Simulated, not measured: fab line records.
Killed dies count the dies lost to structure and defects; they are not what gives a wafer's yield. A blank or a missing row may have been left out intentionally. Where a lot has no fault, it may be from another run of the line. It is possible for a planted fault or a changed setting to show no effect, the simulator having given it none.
Problem report in the 8D (eight disciplines) form, filled by code || flow berkeley_cmos170 || the parts of the form that need people (team, actions taken, sign-off) are left out

## 1. PROBLEM STATEMENT
Mean of tube_center_temp_C at UCB170_WELLDRIVE_ANNEAL_03: 1150 C across 6 wafers in 2 lots; on wafers with no fault it is 1100 C (standard deviation 0.11). That is +99 or more standard deviations from the usual mean.
The step: time 900 s.
Earliest sighting: wafer L268.1 on furnace-01 at day 7 05:32. At this step, 42 wafers from 14 lots have a number in the record. By rule, "out" or "out of limits" means more than 4 standard deviations away from the usual mean. The other wafers with a number count as sound.

## 2. WHAT THIS IS AND IS NOT
{"question": "which readings at this step", "is": "tube_center_temp_C, spike_tc_centre_C, spike_tc_load_C, spike_tc_source_C, tube_center_temp_C_max", "is not": "-"}
{"question": "which lots", "is": "L268, L269", "is not": "L251, L252, L253, L254, L256, L258, L259, L260, L263, L267, L273, L274"}
{"question": "which wafers of those lots", "is": "all that have a number", "is not": "-"}
{"question": "read on which tools", "is": "furnace-01", "is not": "furnace-02, furnace-04"}
{"question": "when", "is": "from day 7 05:32", "is not": "up to then (30 sound wafers); but 6 sound wafers of L273, L274 came after"}

## 3. WHAT RULES OUT EACH SUSPECT
Counting: a tool at any process step up to the reading remains a suspect when it ran all the lots that are out and ran no sound lot after the first of those.
- furnace-01 at UCB170_WELLDRIVE_ANNEAL_03 (time 900 s): kept. It ran every lot that is out, first L268 (day 7 05:32), and no sound lot after that; its last sound lot up to then is L263 (day 6 01:26). On those wafers its own readings are out: spike_tc_centre_C, spike_tc_load_C, spike_tc_source_C, tube_center_temp_C, tube_center_temp_C_max.
Left after counting: furnace-01 at UCB170_WELLDRIVE_ANNEAL_03.

## 4. THE CAUSE (what the simulator had put in)
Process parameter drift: furnace-01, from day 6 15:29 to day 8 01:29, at UCB170_WELLDRIVE_ANNEAL_03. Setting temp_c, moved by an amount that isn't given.
After counting, this tool was the only one left.

## 5. THE EFFECT CHAIN, in route order
One row per reading whose mean, taken over the struck wafers that have a number, lies over 3 standard deviations from the usual. Only readings for which the record gives a usual standard deviation are gone through. hours: the time from each lot's start at the first step in this table that gives one to its start at this step, as a median over the lots. sigmas: the change in usual standard deviations.
{"hours": 0, "step": "UCB170_WELLDRIVE_ANNEAL_03", "reading": "spike_tc_centre_C", "usual": "1103.1 C", "on struck wafers": 1153.7, "change": "+50.6", "sigmas": "+39"}
{"hours": 0, "step": "UCB170_WELLDRIVE_ANNEAL_03", "reading": "spike_tc_load_C", "usual": "1127.5 C", "on struck wafers": 1177.0, "change": "+49.5", "sigmas": "+25"}
{"hours": 0, "step": "UCB170_WELLDRIVE_ANNEAL_03", "reading": "spike_tc_source_C", "usual": "1123.8 C", "on struck wafers": 1171.2, "change": "+47.4", "sigmas": "+21"}
{"hours": 0, "step": "UCB170_WELLDRIVE_ANNEAL_03", "reading": "tube_center_temp_C", "usual": "1100 C", "on struck wafers": 1150, "change": "+50", "sigmas": "+99 or more"}
{"hours": 0, "step": "UCB170_WELLDRIVE_ANNEAL_03", "reading": "tube_center_temp_C_max", "usual": 1102.8, "on struck wafers": 1152.8, "change": "+50.0", "sigmas": "+99 or more"}
Its process steps:
- UCB170_WELLDRIVE_ANNEAL_03: time 900 s.

## 6. WHAT WOULD HAVE CAUGHT IT SOONER
In this record the first reading out of limits was taken at day 7 05:32, 14 hours after the fault began at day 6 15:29.
